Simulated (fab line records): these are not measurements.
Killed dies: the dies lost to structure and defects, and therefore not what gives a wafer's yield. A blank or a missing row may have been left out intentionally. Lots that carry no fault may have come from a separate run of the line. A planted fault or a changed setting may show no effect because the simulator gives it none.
Which tool did it? || flow berkeley cmos170 || 42 wafers from 14 lots sampled at 5 of the route's 331 steps

== WHAT EACH GAUGE READ, for each wafer ==
UCB170_START_BOW_MEAS_00.
{"lot": "L467", "measured": "day 1 10:01", "on": "film metro-03", "INCOMING_BOW (um)": "4 -5 7"}
{"lot": "L468", "measured": "day 1 15:00", "on": "film metro-03", "INCOMING_BOW (um)": "-10 -10 3"}
{"lot": "L470", "measured": "day 2 01:00", "on": "film metro-01", "INCOMING_BOW (um)": "-6 1 -7"}
{"lot": "L471", "measured": "day 2 06:00", "on": "film metro-03", "INCOMING_BOW (um)": "3 0 -3"}
{"lot": "L472", "measured": "day 2 11:01", "on": "film metro-03", "INCOMING_BOW (um)": "3 4 -5"}
{"lot": "L473", "measured": "day 2 16:01", "on": "film metro-04", "INCOMING_BOW (um)": "-8 -1 4"}
{"lot": "L474", "measured": "day 2 21:01", "on": "film metro-01", "INCOMING_BOW (um)": "3 -1 5"}
{"lot": "L477", "measured": "day 3 12:02", "on": "film metro-01", "INCOMING_BOW (um)": "-4 -8 -9"}
{"lot": "L479", "measured": "day 3 22:00", "on": "film metro-04", "INCOMING_BOW (um)": "-2 14 6"}
{"lot": "L482", "measured": "day 4 13:01", "on": "film metro-03", "INCOMING_BOW (um)": "6 -3 0"}
{"lot": "L484", "measured": "day 4 23:02", "on": "film metro-04", "INCOMING_BOW (um)": "5 -5 5"}
{"lot": "L486", "measured": "day 5 09:02", "on": "film metro-01", "INCOMING_BOW (um)": "0 -1 4"}
{"lot": "L487", "measured": "day 5 14:01", "on": "film metro-01", "INCOMING_BOW (um)": "3 1 -5"}
{"lot": "L489", "measured": "day 6 00:04", "on": "film metro-01", "INCOMING_BOW (um)": "10 -5 4"}

UCB170_NWELL_TW_MEAS_16.
{"lot": "L467", "measured": "day 2 17:02", "on": "film metro-02", "NWELL_TW": "1265 1258 1270"}
{"lot": "L468", "measured": "day 2 17:16", "on": "film metro-04", "NWELL_TW": "1259 1261 1248"}
{"lot": "L470", "measured": "day 3 02:22", "on": "film metro-02", "NWELL_TW": "1259 1259 1258"}
{"lot": "L471", "measured": "day 3 11:59", "on": "film metro-04", "NWELL_TW": "1248 1254 1252"}
{"lot": "L472", "measured": "day 3 12:23", "on": "film metro-02", "NWELL_TW": "1257 1265 1258"}
{"lot": "L473", "measured": "day 3 20:58", "on": "film metro-02", "NWELL_TW": "1260 1257 1259"}
{"lot": "L474", "measured": "day 4 04:19", "on": "film metro-03", "NWELL_TW": "1247 1244 1253"}
{"lot": "L477", "measured": "day 4 11:47", "on": "film metro-04", "NWELL_TW": "1453 1444 1456"}
{"lot": "L479", "measured": "day 5 02:15", "on": "film metro-03", "NWELL_TW": "1455 1456 1458"}
{"lot": "L482", "measured": "day 5 19:46", "on": "film metro-04", "NWELL_TW": "1250 1253 1254"}
{"lot": "L484", "measured": "day 6 04:21", "on": "film metro-03", "NWELL_TW": "1260 1258 1260"}
{"lot": "L486", "measured": "day 6 04:55", "on": "film metro-02", "NWELL_TW": "1259 1257 1263"}
{"lot": "L487", "measured": "day 6 20:07", "on": "film metro-02", "NWELL_TW": "1262 1264 1261"}
{"lot": "L489", "measured": "day 7 05:07", "on": "film metro-02", "NWELL_TW": "1259 1252 1258"}

UCB170_V1_BOW_MEAS_03.
{"lot": "L467", "measured": "day 8 20:06", "on": "film metro-04", "V1_BOW (um)": "23 14 26"}
{"lot": "L468", "measured": "day 8 18:13", "on": "film metro-04", "V1_BOW (um)": "13 12 24"}
{"lot": "L470", "measured": "day 9 05:07", "on": "film metro-03", "V1_BOW (um)": "12 19 10"}
{"lot": "L471", "measured": "day 9 03:47", "on": "film metro-03", "V1_BOW (um)": "20 17 14"}
{"lot": "L472", "measured": "day 9 06:28", "on": "film metro-04", "V1_BOW (um)": "21 22 14"}
{"lot": "L473", "measured": "day 9 07:48", "on": "film metro-02", "V1_BOW (um)": "10 18 22"}
{"lot": "L474", "measured": "day 10 03:46", "on": "film metro-04", "V1_BOW (um)": "21 16 23"}
{"lot": "L477", "measured": "day 10 11:56", "on": "film metro-02", "V1_BOW (um)": "19 13 13"}
{"lot": "L479", "measured": "day 10 17:59", "on": "film metro-02", "V1_BOW (um)": "18 33 26"}
{"lot": "L482", "measured": "day 11 19:22", "on": "film metro-03", "V1_BOW (um)": "25 15 19"}
{"lot": "L484", "measured": "day 12 13:45", "on": "film metro-03", "V1_BOW (um)": "24 14 24"}
{"lot": "L486", "measured": "day 12 12:25", "on": "film metro-03", "V1_BOW (um)": "16 17 22"}
{"lot": "L487", "measured": "day 13 00:32", "on": "film metro-02", "V1_BOW (um)": "23 21 14"}
{"lot": "L489", "measured": "day 13 01:55", "on": "film metro-04", "V1_BOW (um)": "30 14 25"}

== WHAT TOOL EACH LOT RAN ON (gives the tool, then ch and the chambers of the sampled wafers, and finally the start) ==
{"lot": "L467", "UCB170_NWELL_IMPLANT_14": "implanter-02 ch 0, day 2 16:48", "UCB170_CONTACT_STRIP_19": "plasma asher-03 ch 1, day 8 14:58"}
{"lot": "L468", "UCB170_NWELL_IMPLANT_14": "implanter-04 ch 0, day 2 17:01", "UCB170_CONTACT_STRIP_19": "plasma asher-01 ch 0, day 8 13:47"}
{"lot": "L470", "UCB170_NWELL_IMPLANT_14": "implanter-01 ch 0, day 3 02:07", "UCB170_CONTACT_STRIP_19": "plasma asher-01 ch 0,1, day 8 23:53"}
{"lot": "L471", "UCB170_NWELL_IMPLANT_14": "implanter-02 ch 0, day 3 11:44", "UCB170_CONTACT_STRIP_19": "plasma asher-01 ch 1, day 8 23:27"}
{"lot": "L472", "UCB170_NWELL_IMPLANT_14": "implanter-01 ch 0, day 3 12:09", "UCB170_CONTACT_STRIP_19": "plasma asher-03 ch 0,1, day 9 01:49"}
{"lot": "L473", "UCB170_NWELL_IMPLANT_14": "implanter-04 ch 0, day 3 20:44", "UCB170_CONTACT_STRIP_19": "plasma asher-03 ch 0,1, day 9 03:01"}
{"lot": "L474", "UCB170_NWELL_IMPLANT_14": "implanter-02 ch 0, day 4 04:04", "UCB170_CONTACT_STRIP_19": "plasma asher-02 ch 0,1, day 9 23:21"}
{"lot": "L477", "UCB170_NWELL_IMPLANT_14": "implanter-02 ch 0, day 4 11:34", "UCB170_CONTACT_STRIP_19": "plasma asher-01 ch 0,1, day 10 08:01"}
{"lot": "L479", "UCB170_NWELL_IMPLANT_14": "implanter-02 ch 0, day 5 02:00", "UCB170_CONTACT_STRIP_19": "plasma asher-03 ch 0, day 10 13:02"}
{"lot": "L482", "UCB170_NWELL_IMPLANT_14": "implanter-01 ch 0, day 5 19:32", "UCB170_CONTACT_STRIP_19": "plasma asher-03 ch 0,1, day 11 13:32"}
{"lot": "L484", "UCB170_NWELL_IMPLANT_14": "implanter-04 ch 0, day 6 04:08", "UCB170_CONTACT_STRIP_19": "plasma asher-01 ch 0,1, day 12 08:31"}
{"lot": "L486", "UCB170_NWELL_IMPLANT_14": "implanter-01 ch 0, day 6 04:41", "UCB170_CONTACT_STRIP_19": "plasma asher-02 ch 0,1, day 12 08:21"}
{"lot": "L487", "UCB170_NWELL_IMPLANT_14": "implanter-01 ch 0, day 6 19:53", "UCB170_CONTACT_STRIP_19": "plasma asher-03 ch 0,1, day 12 19:35"}
{"lot": "L489", "UCB170_NWELL_IMPLANT_14": "implanter-01 ch 0, day 7 04:55", "UCB170_CONTACT_STRIP_19": "plasma asher-01 ch 0,1, day 12 20:13"}
- UCB170_NWELL_IMPLANT_14
- UCB170_CONTACT_STRIP_19: strips in O2.

== WHAT THE TOOLS THEMSELVES READ (means of the sampled wafers that have a number; where no wafer has one, the mark that the record gives instead) ==
UCB170_NWELL_IMPLANT_14.
{"lot": "L467", "tool": "implanter-02", "dose ions cm2": 1.0010e+13, "faraday current uA": 31.9}
{"lot": "L468", "tool": "implanter-04", "dose ions cm2": 9.9983e+12, "faraday current uA": 31.5}
{"lot": "L470", "tool": "implanter-01", "dose ions cm2": 9.9927e+12, "faraday current uA": 31.7}
{"lot": "L471", "tool": "implanter-02", "dose ions cm2": 1.0003e+13, "faraday current uA": 31.8}
{"lot": "L472", "tool": "implanter-01", "dose ions cm2": 9.9987e+12, "faraday current uA": 31.3}
{"lot": "L473", "tool": "implanter-04", "dose ions cm2": 9.9940e+12, "faraday current uA": 32.6}
{"lot": "L474", "tool": "implanter-02", "dose ions cm2": 9.9977e+12, "faraday current uA": 32.2}
{"lot": "L477", "tool": "implanter-02", "dose ions cm2": 1.6016e+13, "faraday current uA": 49.9}
{"lot": "L479", "tool": "implanter-02", "dose ions cm2": 1.5998e+13, "faraday current uA": 50.2}
{"lot": "L482", "tool": "implanter-01", "dose ions cm2": 9.9960e+12, "faraday current uA": 31.7}
{"lot": "L484", "tool": "implanter-04", "dose ions cm2": 1.0000e+13, "faraday current uA": 32.0}
{"lot": "L486", "tool": "implanter-01", "dose ions cm2": 1.0009e+13, "faraday current uA": 32.6}
{"lot": "L487", "tool": "implanter-01", "dose ions cm2": 9.9977e+12, "faraday current uA": 31.2}
{"lot": "L489", "tool": "implanter-01", "dose ions cm2": 1.0004e+13, "faraday current uA": 31.9}

UCB170_CONTACT_STRIP_19.
{"lot": "L467", "tool": "plasma asher-03", "drypump motor current A (A)": 6.4, "oes product au (a.u.)": 0.723}
{"lot": "L468", "tool": "plasma asher-01", "drypump motor current A (A)": 6.2, "oes product au (a.u.)": 0.728}
{"lot": "L470", "tool": "plasma asher-01", "drypump motor current A (A)": 5.3, "oes product au (a.u.)": 0.726}
{"lot": "L471", "tool": "plasma asher-01", "drypump motor current A (A)": 4.9, "oes product au (a.u.)": 0.730}
{"lot": "L472", "tool": "plasma asher-03", "drypump motor current A (A)": 6.5, "oes product au (a.u.)": 0.724}
{"lot": "L473", "tool": "plasma asher-03", "drypump motor current A (A)": 6.5, "oes product au (a.u.)": 0.728}
{"lot": "L474", "tool": "plasma asher-02", "drypump motor current A (A)": 5.6, "oes product au (a.u.)": 0.726}
{"lot": "L477", "tool": "plasma asher-01", "drypump motor current A (A)": 5.8, "oes product au (a.u.)": 0.723}
{"lot": "L479", "tool": "plasma asher-03", "drypump motor current A (A)": 6.8, "oes product au (a.u.)": 0.725}
{"lot": "L482", "tool": "plasma asher-03", "drypump motor current A (A)": 6.5, "oes product au (a.u.)": 0.725}
{"lot": "L484", "tool": "plasma asher-01", "drypump motor current A (A)": 5.3, "oes product au (a.u.)": 0.726}
{"lot": "L486", "tool": "plasma asher-02", "drypump motor current A (A)": 5.6, "oes product au (a.u.)": 0.725}
{"lot": "L487", "tool": "plasma asher-03", "drypump motor current A (A)": 6.5, "oes product au (a.u.)": 0.722}
{"lot": "L489", "tool": "plasma asher-01", "drypump motor current A (A)": 5.8, "oes product au (a.u.)": 0.727}

== THE ANSWER, worked out from the rows above alone ==
Rule: usual is defined by the lots themselves. The widest of any qualifying gaps counts: lots, ordered by their means at a reading, are off when they make up no more than a third of the lots, leave a main group of 4 or more, and stand apart from it by 3 or more times the standard deviation of that group's means. Not used: any main group whose means are identical at the precision the tables above print for the reading. Also off: a lot with no number at a reading for which 4 or more lots have one. Any other lot the step has rows for is counted as sound. First the gauges in route order, then the tools' own readings, where a lot's mean is used as printed above. At the first step where some lot is off, the reading lying furthest off is the one used; lots without a number count as furthest.
Off: L477, L479, at UCB170_NWELL_TW_MEAS_16 (NWELL_TW). The main group has a mean of 1257 with a standard deviation of 4.5.
A tool fits if, at a process step before that reading, it ran every lot that is off, and no sound lot after the first of them. The gauges at UCB170_NWELL_TW_MEAS_16 aren't tried: what is off there is off at UCB170_NWELL_IMPLANT_14 too, on other tools, and a gauge's error can't cause that. One fits: UCB170_NWELL_IMPLANT_14 on implanter-02. A fault onset in the window from L474 (day 4 04:04, its last sound lot) to L477 (day 4 11:34, its first lot off) fits.
The tool's own readings at UCB170_NWELL_IMPLANT_14 bear it out: on the lots that are off they differ by more than 5 times the standard deviation of the sound lots' means. dose ions cm2 reads 1.6007e+13 there against 1.0000e+13 on the sound lots; faraday current uA reads 50.0 there against 31.9 on the sound lots.

== WHAT THE SIMULATOR HAD INSERTED ==
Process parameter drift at UCB170_NWELL_IMPLANT_14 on implanter-02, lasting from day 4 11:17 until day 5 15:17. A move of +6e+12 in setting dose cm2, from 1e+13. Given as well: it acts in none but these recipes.
Shown lots that were struck: L477, L479. This agrees with what the rule above found.
